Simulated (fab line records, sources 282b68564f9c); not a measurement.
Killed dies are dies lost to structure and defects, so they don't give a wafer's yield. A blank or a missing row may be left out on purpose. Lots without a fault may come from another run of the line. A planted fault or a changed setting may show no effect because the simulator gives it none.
fab line records | flow rit_cmos
record lots=5 wafers=15 last_day=7
route steps=202 shown NRETRO@61 PRETRO@64
lots that met no fault: from a run of the same line without faults
start_h: hours from the record's first day to the start of the lot's first wafer shown | wait_h: hours since the lot's step before | " the same as in the row above | L1.1+2: a row that stands for several wafers | - no value, or no start given | * or withheld: withheld | < > ~ a bound
route shown NAME@n: a module of which the file shows steps, and the number in the route of the first | usual: mean/standard deviation of fault-free wafers | same: alike in all rows | chamber/n: place in a boat | sites: the reading at each site | _std_site: their standard deviation | _edge_site: outer sites' mean less inner sites' | radius_mm: how far each site lies from the wafer's centre | mask NAME#n: copy n | behind: the tool/chamber that last shaped the wafer | hold: why the lot was held/for how many hours/how that ended | device: the transistor (n, p or np) that didn't switch | end of line: the same wafers' tests at the end of the route | a step without rows: its recipe alone | killed: dies lost to structure and defects at the first sort, not the wafer's yield | map: a wafer's dies, x killed, . not, _ none there
set.NAME: the setting as run; set.NAME@STEP: as run at that earlier step | model.NAME: the simulator's own value behind a step, which no gauge read
lots at some steps of the route; a table a step, a row a wafer
services: from which hour (start_h, from the record's first day; less than 0 if before it) a tool's chamber was out of use, for how many hours, and why
## steps
# step RIT_NRETRO_IMPLANT_08
# recipe species=P energy_kev=70 dose_cm2=1e+13 tilt_deg=7
# step RIT_NRETRO_STRIP_09
# recipe chemistry=O2 time_s=180 resist=NOVOLAK platen_temp_c=withheld power_w=500 pressure_mtorr=4000 o2_flow_sccm=4000
# usual drypump_motor_current_A=5.6/0.64 run_length_s=208.4/0.44
# columns lot.wafer tool chamber start_h wait_h drypump_motor_current_A rf_hours_counter_h run_length_s
L697.1 plasma_asher-03 0 66.15 0.1 6.4 42 209.5
L697.3 " 1 " " 6.7 - 208.0
L697.5 " 0 " " 6.4 - 208.9
L702.1 plasma_asher-03 0 89.97 0.1 6.4 45 208.9
L702.4 " 0 " " 6.4 - 208.8
L702.5 " 0 " " 6.4 - 208.8
L707.2 plasma_asher-04 0 116.73 0.1 5.4 50 208.1
L707.5 " 1 " " 4.9 - 208.6
L707.6 " 0 " " 5.4 - 208.1
L712.2 plasma_asher-04 1 142.06 0.1 4.9 53 208.6
L712.3 " 0 " " 5.4 - 208.0
L712.6 " 1 " " 4.9 - 208.6
L713.1 plasma_asher-04 1 144.67 0.1 4.9 53 208.9
L713.2 " 0 " " 5.4 53 208.8
L713.5 " 0 " " 5.4 - 208.0
# step RIT_NRETRO_TW_MEAS_10
# usual NRETRO_TW=1035/6.8
# columns lot.wafer tool chamber start_h wait_h NRETRO_TW
L697.1 film_metro-04 - 66.33 0.1 1037
L697.3 " - " " 1036
L697.5 " - " " 1030
L702.1 film_metro-04 - 90.15 0.1 1038
L702.4 " - " " 1038
L702.5 " - " " 1037
L707.2 film_metro-04 - 116.92 0.1 1033
L707.5 " - " " 1032
L707.6 " - " " 1028
L712.2 film_metro-02 - 142.25 0.1 1042
L712.3 " - " " 1040
L712.6 " - " " 1043
L713.1 film_metro-03 - 144.85 0.1 1039
L713.2 " - " " 1037
L713.5 " - " " 1032
# step RIT_PRETRO_HMDS_00
# recipe prime_time_s=60 prime_temp_c=140
# step RIT_PRETRO_COAT_01
# recipe resist=NOVOLAK spin_rpm=2000 resist_thk_nm=1300
# step RIT_PRETRO_SOFTBAKE_02
# recipe resist=NOVOLAK temp_c=90 time_s=62.63
# usual plate_sensor_t_centre_C=90.969/0.0097 plate_sensor_t_edge_C=91.021/0.01
# columns lot.wafer tool chamber start_h wait_h plate_sensor_t_centre_C plate_sensor_t_edge_C
L697.1 litho_track-02 0 66.69 0.1 90.977 91.006
L697.3 " 0 " " 90.983 91.030
L697.5 " 0 " " 90.972 91.025
L702.1 litho_track-04 0 90.51 0.1 90.960 91.026
L702.4 " 0 " " 90.952 91.048
L702.5 " 0 " " 90.972 91.016
L707.2 litho_track-02 0 117.29 0.1 90.980 91.010
L707.5 " 0 " " 90.969 91.045
L707.6 " 0 " " 90.966 91.008
L712.2 litho_track-02 0 142.62 0.1 90.970 91.022
L712.3 " 0 " " 90.983 91.022
L712.6 " 0 " " 90.969 91.026
L713.1 litho_track-04 0 145.21 0.1 90.974 91.016
L713.2 " 0 " " 90.942 91.023
L713.5 " 0 " " 90.981 91.016
# step RIT_PRETRO_EXPOSE_03
# recipe mask_id=M5 na=0.57 target_cd_nm=43700 dose_mj=250
# step RIT_PRETRO_PEB_04
# recipe resist=NOVOLAK temp_c=withheld time_s=withheld
# step RIT_PRETRO_DEVELOP_05
# recipe resist=NOVOLAK develop_time_s=68 dev_temp_c=23
# step RIT_PRETRO_OVL_MEAS_06
# usual PRETRO_OVL=1.1/1.3
# columns lot.wafer tool chamber start_h wait_h PRETRO_OVL[nm]
L697.1 overlay-02 - 67.61 - 2.5
L697.3 " - " " 3.7
L697.5 " - " " 2.3
L702.1 overlay-01 - 91.15 - 2.6
L702.4 " - " " 4.0
L702.5 " - " " 4.4
L707.2 overlay-01 - 117.85 - 0.0
L707.5 " - " " -0.4
L707.6 " - " " 1.7
L712.2 overlay-01 - 143.31 - -1.9
L712.3 " - " " -0.5
L712.6 " - " " -1.9
L713.1 overlay-02 - 145.91 - 2.1
L713.2 " - " " 3.1
L713.5 " - " " 3.2
# step RIT_PRETRO_HARDBAKE_07
# recipe resist=NOVOLAK temp_c=140 time_s=120
# step RIT_PRETRO_IMPLANT_08
# recipe species=B energy_kev=45 dose_cm2=1.2e+13 tilt_deg=7
# step RIT_PRETRO_STRIP_09
# recipe chemistry=O2 time_s=180 resist=NOVOLAK platen_temp_c=withheld power_w=500 pressure_mtorr=4000 o2_flow_sccm=4000
# usual drypump_motor_current_A=5.9/0.48 run_length_s=208.2/0.55
# columns lot.wafer tool chamber start_h wait_h drypump_motor_current_A rf_hours_counter_h run_length_s model.NOVOLAK_of_PRETRO_COAT_01.thk_nm
L697.1 plasma_asher-03 0 68.05 0.1 6.4 42 209.1 0
L697.3 " 0 " " 6.4 - 208.8 0
L697.5 " 1 " " 6.7 - 207.7 0
L702.1 plasma_asher-01 1 91.58 0.1 5.7 30 27.7 676.7
L702.4 " 0 " " 5.2 - 27.1 679.6
L702.5 " 1 " " 5.8 - 27.0 678.5
L707.2 plasma_asher-02 1 118.28 0.1 5.7 0 207.9 0
L707.5 " 1 " " 5.7 - 208.4 0
L707.6 " 0 " " 5.8 - 208.3 0
L712.2 plasma_asher-03 1 143.77 0.1 6.7 48 207.8 0
L712.3 " 1 " " 6.7 - 207.9 0
L712.6 " 1 " " 6.7 - 208.3 0
L713.1 plasma_asher-01 0 146.35 0.1 5.2 37 208.8 0
L713.2 " 1 " " 5.7 37 207.3 0
L713.5 " 0 " " 5.2 - 208.7 0
# step RIT_PRETRO_TW_MEAS_10
# usual PRETRO_TW=471/3.3
# columns lot.wafer tool chamber start_h wait_h PRETRO_TW
L697.1 film_metro-02 - 68.22 0.1 473
L697.3 " - " " 473
L697.5 " - " " 473
L702.1 film_metro-02 - 91.76 0.1 470
L702.4 " - " " 473
L702.5 " - " " 470
L707.2 film_metro-03 - 118.47 0.1 466
L707.5 " - " " 467
L707.6 " - " " 466
L712.2 film_metro-03 - 143.96 0.1 464
L712.3 " - " " 465
L712.6 " - " " 464
L713.1 film_metro-02 - 146.52 0.1 474
L713.2 " - " " 473
L713.5 " - " " 474
## services
# columns tool chamber start_h hours kind
plasma_asher-04 - 68.29 2.8 pm
plasma_asher-02 - 91.14 0.5 repair
plasma_asher-03 - 93.48 28.1 pm
plasma_asher-02 - 104.86 3.3 repair
plasma_asher-02 - 105.39 0.4 repair
plasma_asher-02 - 108.81 9.0 pm
plasma_asher-02 0 108.81 9.0 vent_cycle
plasma_asher-02 1 108.81 9.0 vent_cycle
plasma_asher-02 0 117.81 - clean
plasma_asher-02 1 117.81 - clean
plasma_asher-03 - 144.28 5.9 repair
## key
first_sign step=RIT_PRETRO_STRIP_09 reading=run_length_s direction=down sigmas=99+ usual=* struck=*
effect none on later readings
model_effect step=RIT_PRETRO_STRIP_09 value=NOVOLAK_of_PRETRO_COAT_01.thk_nm without=0 struck=678.3
met_at RIT_PRETRO_STRIP_09
struck_wafers L702.1,L702.4,L702.5
later_rows_left_out L702.1,L702.4,L702.5
sort_left_out L702.1,L702.4,L702.5
tester_left_out L702
fault kind=strip_aborted tool=plasma_asher-01 chamber=- onset_h=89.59 steps=RIT_PRETRO_STRIP_09 offset=0.85 end_h=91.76
# tester_left_out: of these lots the tester's yield and bins aren't shown, on N5 and GAA mostly nor the transistor test; their killed dies are dies lost to structure and defects alone, not to doping, threshold or leakage, so they don't give the yield
# sort_left_out: the simulated sort isn't trusted on such a fault, so these wafers' sort isn't shown, and their yield isn't known
# later_rows_left_out: the simulator's readings of these wafers behind a module that went badly wrong aren't trusted and aren't shown, but for the sort
